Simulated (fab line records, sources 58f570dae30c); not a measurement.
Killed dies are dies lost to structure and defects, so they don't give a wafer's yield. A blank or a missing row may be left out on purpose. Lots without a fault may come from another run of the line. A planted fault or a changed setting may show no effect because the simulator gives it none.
Which tool did it? | flow berkeley_cmos170 | 7 lots, 21 wafers sampled, at 1 step of a route of 331

WHAT THE GAUGES READ, wafer by wafer
UCB170_NLDD_TW_MEAS_11.
lot  | measured     | on            | NLDD_TW
L860 | day 6 06:41  | film_metro-01 | 2192 2204 2201
L861 | day 6 17:08  | film_metro-02 | 2260 2249 2244
L865 | day 7 11:51  | film_metro-01 | 2193 2194 2190
L869 | day 8 05:27  | film_metro-03 | 2213 2216 2216
L870 | day 8 20:15  | film_metro-01 | 2191 2197 2194
L878 | day 10 15:13 | film_metro-01 | 2206 2190 2196
L880 | day 10 23:47 | film_metro-02 | 2229 2240 2227

WHICH TOOL RAN EACH LOT (tool, then ch and the chambers of the sampled wafers, then the start)
The record holds no process step before these readings.

THE ANSWER, worked out from the rows above alone
Rule: what is usual is taken from the lots themselves. Put in order of their means at a reading, lots are off if they are a third of the lots or fewer, leave a main group of 4 or more, and stand apart from it by a gap of 3 or more times the standard deviation of the main group's means; of several such gaps the widest counts. A main group whose means are all the same, to the digits that the tables above print for the reading, isn't used. A lot without any number at a reading at which 4 lots or more have one is off too. The other lots that the step has rows for count as sound.
No lot is off at any reading shown: from this, nothing can be told.

WHAT THE SIMULATOR HAD PUT IN
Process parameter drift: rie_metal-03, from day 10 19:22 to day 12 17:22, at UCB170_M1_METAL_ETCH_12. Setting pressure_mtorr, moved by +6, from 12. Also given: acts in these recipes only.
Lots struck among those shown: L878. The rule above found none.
